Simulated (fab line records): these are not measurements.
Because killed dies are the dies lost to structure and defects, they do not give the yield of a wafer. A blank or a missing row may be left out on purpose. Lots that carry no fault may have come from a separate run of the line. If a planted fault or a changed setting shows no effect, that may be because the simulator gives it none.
A struck lot beside a sound one    flow rit_cmos    15 out of 202 route steps
Sound: the wafers L318.1, L318.2, L318.4. Wafers struck: L314.2, L314.3, L314.5. The cause is given at the end.
At each step with rows: each side's tool, then ch and its chambers, then its first start. Under that, the readings that differ: sound wafers    struck wafers    difference of the means    sigmas: that difference in standard deviations of wafers without a fault.
alike: words and numbers the same on both sides, and readings whose means are apart by under 2 such deviations; not compared: readings that were withheld, readings missing a value for some wafer, numbers with overlapping values and no deviation given by the record, and bounds like >300 which may hide the same value.
A row with sigmas, a row that says differs or no value, or rows on one side alone: a step with any of these is where the two part. When numbers do not overlap yet have no deviation, they are printed without sigmas and do not part them. Lack of a reading on every wafer of one side parts them only where that side has two or more wafers.

first, 1 step without rows for these wafers: RIT_NRETRO_IMPLANT_08.
RIT_NRETRO_STRIP_09: strips in O2, time 180 s.
  sound on plasma_asher-02 ch 0,1, day 6 11:01; struck on plasma_asher-01 ch 0,1, day 5 21:19
reading              sound        struck       difference  sigmas
rf_refl_power_W (W)  5.2 6.2 5.2  7.4 7.4 7.2  +1.8        +2
  alike: chamber_pressure_mTorr, drypump_motor_current_A
  not compared: rf_hours_counter_h
RIT_NRETRO_TW_MEAS_10:
  sound on film_metro-02 at day 6 11:12; struck on film_metro-03 at day 5 21:29
  alike: NRETRO_TW
then, 6 steps without rows for these wafers: RIT_PRETRO_HMDS_00 (prime time 60 s); RIT_PRETRO_COAT_01 (resist thk 1300 nm); RIT_PRETRO_SOFTBAKE_02 (time 60 s); RIT_PRETRO_EXPOSE_03 (exposes mask M5, target cd 43700 nm); RIT_PRETRO_PEB_04; RIT_PRETRO_DEVELOP_05 (develop time 68 s).
RIT_PRETRO_OVL_MEAS_06:
  sound on overlay-02 at day 6 12:08; struck on overlay-02 at day 5 22:26
  alike: PRETRO_OVL
then, 2 steps without rows for these wafers: RIT_PRETRO_HARDBAKE_07 (time 120 s); RIT_PRETRO_IMPLANT_08.
RIT_PRETRO_STRIP_09: strips in O2, time 180 s.
  sound on plasma_asher-04 ch 0,1, day 6 12:34; struck on plasma_asher-04 ch 0,1, day 5 23:00
  no value came back on the struck wafers for chamber_pressure_mTorr (mTorr), drypump_motor_current_A (A), rf_refl_power_W (W), time_s (s); on the sound wafers chamber_pressure_mTorr (mTorr) reads 4005 4001 3998
reading                                      sound  struck          difference  sigmas
model.NOVOLAK_of_PRETRO_COAT_01.thk_nm (nm)  0 0 0  1143 1142 1141  +1142       
  not compared: rf_hours_counter_h
RIT_PRETRO_TW_MEAS_10:
  sound on film_metro-01 at day 6 12:45; struck on film_metro-01 at day 5 23:11
  alike: PRETRO_TW
RIT_M1_PROBE_99:
  sound on prober-02 at day 7 15:20; struck on prober-02 at day 7 07:24
reading              sound   struck                                                                difference                    sigmas
hold                 - - -   await_dispo/4.8h/scrap await_dispo/4.8h/scrap await_dispo/4.8h/scrap  no value on the sound wafers  
killed_at_front_end  9 5 11  264 264 264                                                           +256                          +91
killed_dies          9 5 11  264 264 264                                                           +256                          +91
killed_on_rim        2 0 4   70 70 70                                                              +68                           +49
  alike: killed_at_contacts, killed_open, killed_short

## WHERE THEY PART
At RIT_NRETRO_STRIP_09 first; at RIT_M1_PROBE_99 last (within this record only).

WHY: what had been put in by the simulator
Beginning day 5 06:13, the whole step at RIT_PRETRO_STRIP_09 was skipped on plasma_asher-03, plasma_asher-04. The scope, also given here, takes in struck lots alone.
